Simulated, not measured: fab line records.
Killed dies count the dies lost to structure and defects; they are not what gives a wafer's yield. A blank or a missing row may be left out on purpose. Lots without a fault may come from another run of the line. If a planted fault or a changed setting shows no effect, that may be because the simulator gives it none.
Which tool is to blame? | flow berkeley cmos170 | 14 lots, 42 wafers sampled, at 3 steps of a route of 331

## WHAT THE GAUGES READ, wafer by wafer
UCB170_PSD_OVL_MEAS_07. Usual: PSD_OVL typically reads 0 nm, with standard deviation 5.2.
lot  | measured     | on         | PSD_OVL (nm) | flag
L146 | day 8 07:19  | overlay-01 | 4 5 15       |
L144 | day 8 07:44  | overlay-02 | -5 2 -4      |
L154 | day 9 16:07  | overlay-02 | 3 0 0        |
L155 | day 10 09:18 | overlay-02 | 4 -2 5       |
L156 | day 10 16:58 | overlay-02 | -6 -4 -5     |
L159 | day 10 22:27 | overlay-01 | 0 4 -3       |
L157 | day 10 22:43 | overlay-02 | 4 3 1        |
L158 | day 10 22:48 | overlay-01 | -8 -4 -8     |
L161 | day 11 08:47 | overlay-01 | -4 -7 -1     |
L160 | day 11 08:49 | overlay-02 | 6 1 1        |
L163 | day 12 08:20 | overlay-02 | -6 -4 0      |
L162 | day 12 08:16 | overlay-01 | -8 0 -7      |
L164 | day 12 08:33 | overlay-01 | -12 -2 -4    |
L165 | day 12 12:59 | overlay-02 | -9 -2 1      |

UCB170_M2_OVL_MEAS_16. Usual: M2_OVL typically reads 2 nm, with standard deviation 4.8.
lot  | measured     | on         | M2_OVL (nm) | flag
L146 | day 9 04:22  | overlay-02 | 2 8 8       |
L144 | day 9 05:18  | overlay-01 | -11 -7 -5   |
L154 | day 10 09:38 | overlay-02 | -3 3 -4     |
L155 | day 11 05:31 | overlay-01 | -3 -3 5     |
L156 | day 11 10:12 | overlay-01 | -1 0 -7     |
L159 | day 11 16:58 | overlay-02 | 6 5 -1      |
L157 | day 11 19:59 | overlay-01 | 6 3 3       |
L158 | day 11 20:11 | overlay-02 | 2 3 5       |
L161 | day 12 03:06 | overlay-02 | 4 6 8       |
L160 | day 12 04:32 | overlay-02 | 11 7 12     |
L163 | day 13 04:17 | overlay-02 | 8 1 3       |
L162 | day 13 02:39 | overlay-01 | 10 8 8      |
L164 | day 13 04:34 | overlay-01 | 10 -2 5     |
L165 | day 13 10:50 | overlay-02 | -1 0 -1     |

## EACH LOT AND THE TOOL THAT RAN IT (in order: tool; ch and the chambers of the sampled wafers; start)
lot  | UCB170_PVT_PEB_04
L146 | litho track-02, day 7 02:43
L144 | litho track-02, day 7 02:59
L154 | litho track-01 ch 0, day 8 14:47
L155 | litho track-04 ch 0, day 9 04:10
L156 | litho track-04 ch 0, day 9 10:44
L159 | litho track-04 ch 0, day 9 19:30
L157 | litho track-04 ch 0, day 9 21:04
L158 | litho track-02 ch 0, day 9 21:34
L161 | litho track-02 ch 0, day 10 04:18
L160 | litho track-04 ch 0, day 10 04:28
L163 | litho track-01 ch 0, day 10 23:32
L162 | litho track-04 ch 0, day 10 23:47
L164 | litho track-04 ch 0, day 11 00:05
L165 | litho track-02 ch 0, day 11 11:22
- UCB170_PVT_PEB_04

## AS READ BY THE TOOLS THEMSELVES (means over the sampled wafers that have a number; for cases with no such wafer, the mark the record gives instead)
UCB170_PVT_PEB_04. Usual: chill plate temp C 23.00 C, standard deviation 0.099; exhaust pa 45.2 Pa, standard deviation 0.85.
lot  | tool           | chill plate temp C (C) | exhaust pa (Pa) | flag
L146 | litho track-02 | -                      | -               | OFF
L144 | litho track-02 | -                      | -               | OFF
L154 | litho track-01 | 23.15                  | 45.4            |
L155 | litho track-04 | 23.01                  | 44.6            |
L156 | litho track-04 | 22.94                  | 46.4            |
L159 | litho track-04 | 23.05                  | 45.2            |
L157 | litho track-04 | 22.94                  | 45.1            |
L158 | litho track-02 | 22.92                  | 44.4            |
L161 | litho track-02 | 22.97                  | 45.7            |
L160 | litho track-04 | 23.12                  | 46.8            |
L163 | litho track-01 | 22.86                  | 45.0            |
L162 | litho track-04 | 22.93                  | 45.3            |
L164 | litho track-04 | 23.16                  | 44.2            |
L165 | litho track-02 | 23.06                  | 45.0            |

## THE ANSWER, worked out from the rows above alone
Rule: a lot counts as off when the mean over its wafers that have a number is more than 3 standard deviations away from the usual mean. Also off: a lot with no number at a reading for which 4 or more lots have one. Where the step has rows for the other lots, those lots are counted as sound. The gauges are gone through in route order, then the tools' own readings, and for those a lot's mean is taken as printed above. The first step at which some lot is off is used, and at that step the reading that is off furthest; a lot without a number counts as furthest.
Off: L146, L144, at UCB170_PVT_PEB_04 (chill plate temp C). Without a number there: L146, L144.
If a tool, at that step or one of the process steps before it, ran each lot that is off and ran no sound lot following the first of them, it fits. None of those tried fits.

## WHAT THE SIMULATOR HAD PUT IN
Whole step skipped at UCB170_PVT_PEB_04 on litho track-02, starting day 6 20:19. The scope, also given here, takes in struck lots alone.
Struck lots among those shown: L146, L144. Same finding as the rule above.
